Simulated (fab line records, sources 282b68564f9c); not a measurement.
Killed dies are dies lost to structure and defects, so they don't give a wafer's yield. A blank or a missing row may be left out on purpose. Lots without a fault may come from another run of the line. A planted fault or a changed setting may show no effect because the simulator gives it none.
A struck lot beside a sound one | flow rit_cmos | 14 steps out of a route of 202
Sound: wafers L869.1, L869.3, L869.4. Struck: wafers L887.1, L887.3, L887.4. The cause comes at the end.
At each step with rows: each side's tool, then ch and its chambers, then its first start. Under that, the readings that differ: sound wafers | struck wafers | difference of the means | sigmas: that difference in standard deviations of wafers without a fault.
alike: readings whose means differ by less than 2 such deviations, and words and numbers that are the same on both sides. not compared: withheld readings, readings that some wafer has no value for, bounds like >300 that may hide the same value, and numbers for which the record gives no deviation and whose values overlap.
The two part at a step that has a row with sigmas, a row that says differs or no value, or rows on one side only. Numbers that don't overlap but have no deviation are shown without sigmas and don't part them. A reading that every wafer of one side lacks parts them only if that side has two wafers or more.

RIT_SILICIDE_RTA_06: time 10 s, ramp up 5 s, ramp down 10 s.
  sound on rtp_anneal-01 ch 0, day 4 03:21; struck on rtp_anneal-01 ch 0, day 7 17:08
  alike: wafer_temp_C_max
RIT_CONTACT_CVD_00: deposits SiO2 from TEOS, target thk 400 nm, time 61 s.
  sound on pecvd-03 ch 0,2, day 4 03:25; struck on pecvd-01 ch 0,2, day 7 17:13
  alike: heater_power_w, susceptor_temp_C
RIT_CONTACT_THK_MEAS_01:
  sound on film_metro-01, day 4 03:28; struck on film_metro-03, day 7 17:16
  alike: CONTACT_TEOS_THK
then, 6 steps without rows for these wafers: RIT_CONTACT_HMDS_02 (prime time 60 s); RIT_CONTACT_COAT_03 (resist thk 1000 nm); RIT_CONTACT_SOFTBAKE_04 (time 60 s); RIT_CONTACT_EXPOSE_05 (exposes mask M11, target cd 1000 nm); RIT_CONTACT_PEB_06; RIT_CONTACT_DEVELOP_07 (develop time 120 s).
RIT_CONTACT_CD_MEAS_08: target cd 1000 nm.
  sound on cd_sem-02, day 4 04:29; struck on cd_sem-01, day 7 18:24
  alike: cd_nm
RIT_CONTACT_OVL_MEAS_09:
  sound on overlay-01, day 4 04:37; struck on overlay-01, day 7 18:31
  alike: CONTACT_OVL
then, 1 step without rows for these wafers: RIT_CONTACT_HARDBAKE_10 (time 60 s).
RIT_CONTACT_ETCH_11: etches SiO2 in CHF3/CF4/Ar, stops on TiSi2, target depth 480 nm, time 320 s.
  sound on rie_diel-01 ch 0,1,3, day 4 04:52; struck on rie_diel-02 ch 0,1,3, day 7 18:43
  reading                                      | sound             | struck            | difference | sigmas
  model.NOVOLAK_of_CONTACT_COAT_03.thk_nm (nm) | 770.2 767.7 772.6 | 789.9 790 790.4   | +19.9      |
  model.etch.depth_nm (nm)                     | 402.2 397.3 404.4 | 385.8 387.8 392.8 | -12.5      |
  model.CONTACT.feature_depth_nm (nm)          | 402.2 397.3 404.4 | 385.8 387.8 392.8 | -12.5      |
  alike: drypump_motor_current_A, oes_product_au, throttle_valve_pct
  not compared: rf_hours_counter_h
RIT_CONTACT_STRIP_12: strips in O2, time 180 s.
  sound on plasma_asher-04 ch 0,1, day 4 05:03; struck on plasma_asher-04 ch 0,1, day 7 18:54
  alike: drypump_motor_current_A
  not compared: rf_hours_counter_h

WHERE THEY PART
Nowhere in this record.

WHY: what the simulator had put in
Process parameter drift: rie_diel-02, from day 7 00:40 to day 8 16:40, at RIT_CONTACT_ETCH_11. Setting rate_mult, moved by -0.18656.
